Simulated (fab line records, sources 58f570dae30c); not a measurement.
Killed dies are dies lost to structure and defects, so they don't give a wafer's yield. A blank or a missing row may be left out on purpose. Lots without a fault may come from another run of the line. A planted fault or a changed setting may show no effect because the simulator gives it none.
Which tool did it? | flow berkeley_cmos170 | 7 lots, 21 wafers sampled, at 3 steps of a route of 331

WHAT THE GAUGES READ, wafer by wafer
UCB170_V2_CD_MEAS_90: target cd 700 nm.
lot  | measured     | on        | cd_nm (nm)
L926 | day 8 20:33  | cd_sem-01 | 698.4 698.6 701.2
L928 | day 9 10:33  | cd_sem-01 | 702.0 701.9 703.1
L930 | day 10 01:22 | cd_sem-01 | 698.9 699.9 700.0
L937 | day 11 09:10 | cd_sem-01 | 692.2 694.4 693.9
L943 | day 11 22:50 | cd_sem-02 | 698.9 702.0 699.9
L946 | day 12 19:22 | cd_sem-01 | 701.1 699.3 698.4
L948 | day 13 13:34 | cd_sem-02 | 700.6 699.5 700.4

WHICH TOOL RAN EACH LOT (tool, then ch and the chambers of the sampled wafers, then the start)
lot  | UCB170_V2_ETCH_14                  | UCB170_V2_STRIP_15
L926 | rie_diel-02 ch 1,2,3, day 8 20:16  | plasma_asher-02 ch 0,1, day 8 20:27
L928 | rie_diel-01 ch 0,1,2, day 9 10:16  | plasma_asher-02 ch 0, day 9 10:27
L930 | rie_diel-03 ch 0,1,3, day 10 01:04 | plasma_asher-04 ch 0,1, day 10 01:15
L937 | rie_diel-02 ch 0,1,2, day 11 08:53 | plasma_asher-04 ch 0,1, day 11 09:04
L943 | rie_diel-01 ch 0,1,2, day 11 22:27 | plasma_asher-04 ch 0,1, day 11 22:40
L946 | rie_diel-03 ch 0,2,3, day 12 19:05 | plasma_asher-02 ch 0,1, day 12 19:16
L948 | rie_diel-03 ch 0,1,3, day 13 13:14 | plasma_asher-02 ch 0,1, day 13 13:27
- UCB170_V2_ETCH_14: etches SiO2 in CHF3/CF4/Ar, stops on Al, target depth 1250 nm, time 291 s.
- UCB170_V2_STRIP_15: strips in O2.

THE ANSWER, worked out from the rows above alone
Rule: what is usual is taken from the lots themselves. Put in order of their means at a reading, lots are off if they are a third of the lots or fewer, leave a main group of 4 or more, and stand apart from it by a gap of 3 or more times the standard deviation of the main group's means; of several such gaps the widest counts. A main group whose means are all the same, to the digits that the tables above print for the reading, isn't used. A lot without any number at a reading at which 4 lots or more have one is off too. The other lots that the step has rows for count as sound.
Off: L937, at UCB170_V2_CD_MEAS_90 (cd_nm). The main group: mean 700.2 nm, standard deviation 0.99.
A tool fits if, at a process step before that reading, it ran every lot that is off, and no sound lot after the first of them. The gauges at UCB170_V2_CD_MEAS_90 are tried like those tools. One fits: rie_diel-02 at UCB170_V2_ETCH_14. Its last sound lot is L926 (day 8 20:16), its first lot that is off L937 (day 11 08:53): a fault that began between those two fits.

WHAT THE SIMULATOR HAD PUT IN
Process parameter drift: rie_diel-02, from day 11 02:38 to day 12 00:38, at UCB170_V2_ETCH_14. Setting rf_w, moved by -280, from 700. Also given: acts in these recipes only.
Lots struck among those shown: L937. The rule above found the same.
